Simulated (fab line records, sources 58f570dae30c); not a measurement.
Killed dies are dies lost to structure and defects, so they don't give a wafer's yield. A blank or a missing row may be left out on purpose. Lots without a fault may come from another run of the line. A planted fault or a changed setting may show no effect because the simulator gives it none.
Which tool did it? | flow berkeley_cmos170 | 14 lots, 42 wafers sampled, at 5 steps of a route of 331

WHAT THE GAUGES READ, wafer by wafer
UCB170_PLDD_TW_MEAS_11. Usual: PLDD_TW 1010, standard deviation 12.
lot  | measured     | on            | PLDD_TW        | flag
L598 | day 7 17:32  | film_metro-02 | 1029 1034 1029 |
L600 | day 7 17:35  | film_metro-02 | 1033 1029 1023 |
L599 | day 7 17:48  | film_metro-02 | 1031 1025 1025 |
L602 | day 8 01:13  | film_metro-03 | 994 998 996    |
L601 | day 8 01:44  | film_metro-02 | 1020 1022 1023 |
L605 | day 8 12:09  | film_metro-02 | 1021 1018 1026 |
L603 | day 8 12:42  | film_metro-02 | 1025 1023 1017 |
L607 | day 9 03:11  | film_metro-03 | 999 1000 1001  |
L616 | day 11 02:02 | film_metro-03 | 1000 1002 997  |
L617 | day 11 02:20 | film_metro-01 | 1005 1000 1011 |
L614 | day 11 02:36 | film_metro-02 | 1029 1024 1026 |
L620 | day 12 06:10 | film_metro-02 | 1020 1024 1016 |
L618 | day 12 06:29 | film_metro-03 | 998 994 1001   |
L619 | day 12 07:03 | film_metro-01 | 1000 1006 1009 |

UCB170_PSD_CD_MEAS_06: target cd 1200 nm. Usual: cd_nm 1199.8 nm, standard deviation 1.3.
lot  | measured     | on        | cd_nm (nm)                                | flag
L598 | day 8 02:15  | cd_sem-02 | 1200.6 1200.9 1201.1                      |
L600 | day 8 02:31  | cd_sem-02 | 1199.1 1199.1 1198.8                      |
L599 | day 8 02:23  | cd_sem-02 | 1199.6 1200.7 1199.6                      |
L602 | day 8 08:44  | cd_sem-02 | 1199.6 1201.3 1200.7                      |
L601 | day 8 09:03  | cd_sem-01 | 1200.8 1201.1 1201.7                      |
L605 | day 8 21:57  | cd_sem-02 | 1199.7 1200.1 1201.6                      |
L603 | day 8 22:11  | cd_sem-02 | 1201.3 1202.4 1200.0                      |
L607 | day 9 14:10  | cd_sem-02 | 1197.7 1197.4 1198.0                      |
L616 | day 11 15:19 | cd_sem-01 | 1189.7 1188.2 1189.3 1189.5 1188.2 1189.7 | OFF
L617 | day 11 15:25 | cd_sem-02 | 1199.5 1200.3 1199.6                      |
L614 | day 11 15:33 | cd_sem-01 | 1190.5 1191.8 1191.1 1190.3 1191.8 1190.3 | OFF
L620 | day 12 14:58 | cd_sem-01 | 1198.2 1199.4 1198.3                      |
L618 | day 12 15:16 | cd_sem-02 | 1198.6 1198.9 1200.0                      |
L619 | day 12 15:50 | cd_sem-02 | 1199.3 1201.5 1199.9                      |

UCB170_NSD_CD_MEAS_06: target cd 1200 nm. Usual: cd_nm 1199.9 nm, standard deviation 1.3.
lot  | measured     | on        | cd_nm (nm)           | flag
L598 | day 8 04:52  | cd_sem-02 | 1200.4 1199.1 1199.7 |
L600 | day 8 04:58  | cd_sem-01 | 1199.4 1202.1 1200.2 |
L599 | day 8 05:07  | cd_sem-02 | 1199.4 1199.9 1198.9 |
L602 | day 8 14:30  | cd_sem-01 | 1198.9 1199.0 1198.7 |
L601 | day 8 14:05  | cd_sem-02 | 1201.1 1200.7 1201.3 |
L605 | day 9 00:35  | cd_sem-02 | 1203.7 1203.0 1201.2 |
L603 | day 9 00:33  | cd_sem-01 | 1199.1 1199.6 1198.9 |
L607 | day 9 16:55  | cd_sem-01 | 1200.5 1200.6 1200.8 |
L616 | day 11 20:13 | cd_sem-01 | 1198.9 1197.9 1198.8 |
L617 | day 11 17:10 | cd_sem-01 | 1198.3 1199.6 1199.6 |
L614 | day 11 18:52 | cd_sem-01 | 1200.6 1200.1 1200.5 |
L620 | day 12 16:52 | cd_sem-01 | 1200.3 1199.7 1199.8 |
L618 | day 12 17:10 | cd_sem-01 | 1200.5 1199.1 1199.9 |
L619 | day 12 17:41 | cd_sem-01 | 1197.7 1198.5 1196.6 |

UCB170_NSD_TW_MEAS_10. Usual: NSD_TW 4174, standard deviation 49.
lot  | measured     | on            | NSD_TW         | flag
L598 | day 8 05:16  | film_metro-02 | 4244 4234 4240 |
L600 | day 8 05:22  | film_metro-03 | 4098 4125 4114 |
L599 | day 8 05:31  | film_metro-01 | 4159 4143 4156 |
L602 | day 8 14:54  | film_metro-03 | 4142 4127 4115 |
L601 | day 8 14:28  | film_metro-01 | 4177 4155 4169 |
L605 | day 9 01:00  | film_metro-01 | 4154 4156 4154 |
L603 | day 9 00:57  | film_metro-02 | 4219 4215 4244 |
L607 | day 9 17:20  | film_metro-01 | 4160 4160 4192 |
L616 | day 11 20:46 | film_metro-01 | 4177 4173 4164 |
L617 | day 11 17:34 | film_metro-01 | 4153 4182 4148 |
L614 | day 11 19:21 | film_metro-03 | 4117 4131 4116 |
L620 | day 12 17:17 | film_metro-02 | 4222 4213 4189 |
L618 | day 12 17:34 | film_metro-01 | 4143 4152 4143 |
L619 | day 12 18:05 | film_metro-02 | 4214 4222 4240 |

WHICH TOOL RAN EACH LOT (tool, then ch and the chambers of the sampled wafers, then the start)
lot  | UCB170_PSD_PEB_04
L598 | litho_track-02 ch 0, day 8 01:59
L600 | litho_track-02 ch 0, day 8 02:14
L599 | litho_track-03 ch 0, day 8 02:06
L602 | litho_track-03 ch 0, day 8 08:28
L601 | litho_track-03 ch 0, day 8 08:47
L605 | litho_track-02 ch 0, day 8 21:41
L603 | litho_track-01 ch 0, day 8 21:55
L607 | litho_track-02 ch 0, day 9 13:53
L616 | litho_track-01 ch 0, day 11 15:03
L617 | litho_track-03 ch 0, day 11 15:08
L614 | litho_track-01 ch 0, day 11 15:17
L620 | litho_track-03 ch 0, day 12 14:41
L618 | litho_track-03 ch 0, day 12 14:59
L619 | litho_track-03 ch 0, day 12 15:34
- UCB170_PSD_PEB_04

WHAT THE TOOLS THEMSELVES READ (means of the sampled wafers that have a number; where no wafer has one, the mark that the record gives instead)
UCB170_PSD_PEB_04. Usual: heater_power_total_W 56.79 W, standard deviation 0.045; plate_temp_C 130.01 C, standard deviation 0.13.
lot  | tool           | heater_power_total_W (W) | plate_temp_C (C) | flag
L598 | litho_track-02 | 56.78                    | 130.06           |
L600 | litho_track-02 | 56.79                    | 130.05           |
L599 | litho_track-03 | 56.75                    | 130.11           |
L602 | litho_track-03 | 56.82                    | 130.06           |
L601 | litho_track-03 | 56.77                    | 129.91           |
L605 | litho_track-02 | 56.84                    | 129.86           |
L603 | litho_track-01 | 56.84                    | 129.91           |
L607 | litho_track-02 | 56.79                    | 130.07           |
L616 | litho_track-01 | 56.01                    | 128.57           | OFF
L617 | litho_track-03 | 56.82                    | 130.14           |
L614 | litho_track-01 | 55.99                    | 128.85           | OFF
L620 | litho_track-03 | 56.84                    | 130.10           |
L618 | litho_track-03 | 56.81                    | 129.87           |
L619 | litho_track-03 | 56.77                    | 129.97           |

THE ANSWER, worked out from the rows above alone
Rule: a lot is off if the mean of its wafers that have a number lies more than 3 standard deviations from the usual mean. A lot without any number at a reading at which 4 lots or more have one is off too. The other lots that the step has rows for count as sound. The gauges are gone through in route order, then the tools' own readings, and for those a lot's mean is taken as printed above. The first step at which some lot is off is used, and at that step the reading that is off furthest; a lot without a number counts as furthest.
Off: L616, L614, at UCB170_PSD_CD_MEAS_06 (cd_nm).
A tool fits if, at a process step before that reading, it ran every lot that is off, and no sound lot after the first of them. The gauges at UCB170_PSD_CD_MEAS_06 aren't tried: what is off there is off at UCB170_PSD_PEB_04 too, on other tools, and a gauge's error can't cause that. One fits: litho_track-01 at UCB170_PSD_PEB_04. Its last sound lot is L603 (day 8 21:55), its first lot that is off L616 (day 11 15:03): a fault that began between those two fits.
The tool's own readings at UCB170_PSD_PEB_04 bear it out: on the lots that are off they differ by more than 5 times the standard deviation of the sound lots' means. heater_power_total_W reads 56.00 W there against 56.80 W on the sound lots; plate_temp_C reads 128.71 C there against 130.01 C on the sound lots.

WHAT THE SIMULATOR HAD PUT IN
Process parameter drift: litho_track-01, from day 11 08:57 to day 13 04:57, at UCB170_PSD_PEB_04. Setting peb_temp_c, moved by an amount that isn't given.
Lots struck among those shown: L616, L614. The rule above found the same.
